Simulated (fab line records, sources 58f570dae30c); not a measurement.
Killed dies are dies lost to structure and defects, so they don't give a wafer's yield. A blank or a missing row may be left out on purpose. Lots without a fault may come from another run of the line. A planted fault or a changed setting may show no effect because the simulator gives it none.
A struck lot beside a sound one | flow berkeley_cmos170 | 16 steps out of a route of 331
Sound: wafers L650.1, L650.3, L650.6. Struck: wafers L658.1, L658.3. (L658.4 of the same lot was not struck and is left out.) The cause comes at the end.
At each step with rows: each side's tool, then ch and its chambers, then its first start. Under that, the readings that differ: sound wafers | struck wafers | difference of the means | sigmas: that difference in standard deviations of wafers without a fault.
alike: readings whose means differ by less than 2 such deviations, and words and numbers that are the same on both sides. not compared: withheld readings, readings that some wafer has no value for, bounds like >300 that may hide the same value, and numbers for which the record gives no deviation and whose values overlap.
The two part at a step that has a row with sigmas, a row that says differs or no value, or rows on one side only. Numbers that don't overlap but have no deviation are shown without sigmas and don't part them. A reading that every wafer of one side lacks parts them only if that side has two wafers or more.

first, 1 step without rows for these wafers: UCB170_M2_SOFTBAKE_06 (time 60 s).
UCB170_M2_STRIP_07: strips in O2.
  sound on plasma_asher-03 ch 0,1, day 9 10:59; struck on plasma_asher-03 ch 0, day 11 16:59
  reading                      | sound             | struck      | difference | sigmas
  strip_time_to_endpoint_s (s) | 21.92 21.89 21.92 | 22.06 22.08 | +0.16      | +2
  alike: drypump_motor_current_A, oes_product_au
  not compared: rf_hours_counter_h
then, 7 steps without rows for these wafers: UCB170_M2_STRIP_08 (strips KrF in DMSO, time 600 s); UCB170_M2_COAT_09; UCB170_M2_COAT_10 (resist thk 900 nm); UCB170_M2_SOFTBAKE_11 (time 60 s); UCB170_M2_EXPOSE_12 (exposes mask METAL2, target cd 700 nm); UCB170_M2_PEB_13; UCB170_M2_DEVELOP_14 (develop time 45 s).
UCB170_M2_CD_MEAS_15: target cd 700 nm.
  sound on cd_sem-01, day 9 12:08; struck on cd_sem-02, day 11 18:37
  alike: cd_nm
UCB170_M2_OVL_MEAS_16:
  sound on overlay-01, day 9 12:15; struck on overlay-02, day 11 18:44
  alike: M2_OVL
UCB170_M2_ETCH_17: etches BARC in N2/H2.
  sound on rie_diel-03 ch 0,2, day 9 12:17; struck on rie_diel-01 ch 1,2, day 11 18:46
  alike: drypump_motor_current_A, oes_product_au, rf_fwd_power_W, throttle_valve_pct
UCB170_M2_METAL_ETCH_18: etches Al in Cl2/BCl3, stops on SiO2, target depth 1170 nm, time 195 s.
  sound on rie_metal-01 ch 0,1, day 9 12:20; struck on rie_metal-01 ch 0, day 11 18:48
  reading                             | sound             | struck      | difference                    | sigmas
  oes_product_au (a.u.)               | 0.842 0.840 0.867 | 1.052 1.044 | +0.198                        | +10
  rf_fwd_power_W (W)                  | 596.4 598.2 598.2 | - -         | no value on the struck wafers |
  run_length_s (s)                    | 223.0 223.1 222.8 | 178.9 179.5 | -43.8                         | -99 or more
  model.KrF_of_M2_COAT_10.thk_nm (nm) | 195.2 193.1 172.5 | 331.7 336.3 | +147.1                        |
  model.SiO2_of_V1_CVD_00.thk_nm (nm) | 936.5 937 935.5   | 951.1 950.1 | +14.3                         |
  model.M2.cd_nm (nm)                 | 698.8 702.9 696.2 | 706.3 705.1 | +6.4                          |
  alike: drypump_motor_current_A, throttle_valve_pct
  not compared: rf_hours_counter_h
UCB170_M2_STRIP_19: strips in O2.
  sound on plasma_asher-03 ch 0,1, day 9 12:31; struck on plasma_asher-03 ch 0, day 11 18:59
  reading               | sound             | struck      | difference | sigmas
  oes_product_au (a.u.) | 0.534 0.526 0.504 | 0.665 0.669 | +0.146     | +6
  alike: drypump_motor_current_A
  not compared: rf_hours_counter_h
UCB170_M2_CD_MEAS_90: target cd 700 nm.
  sound on cd_sem-02, day 9 12:37; struck on cd_sem-01, day 11 19:11
  alike: cd_nm
UCB170_M3_PROBE_99:
  sound on prober-02, day 9 19:05; struck on prober-01, day 12 03:58
  reading                               | sound                    | struck              | difference | sigmas
  model.etest.antenna_m2.vt_shift_v (V) | -0.01482 -0.01795 -0.014 | -0.008835 -0.006844 | +0.007750  |

WHERE THEY PART
First at UCB170_M2_STRIP_07; last, within this record, at UCB170_M2_STRIP_19. Later steps at which nothing parts them and some readings are alike: UCB170_M2_CD_MEAS_90.

WHY: what the simulator had put in
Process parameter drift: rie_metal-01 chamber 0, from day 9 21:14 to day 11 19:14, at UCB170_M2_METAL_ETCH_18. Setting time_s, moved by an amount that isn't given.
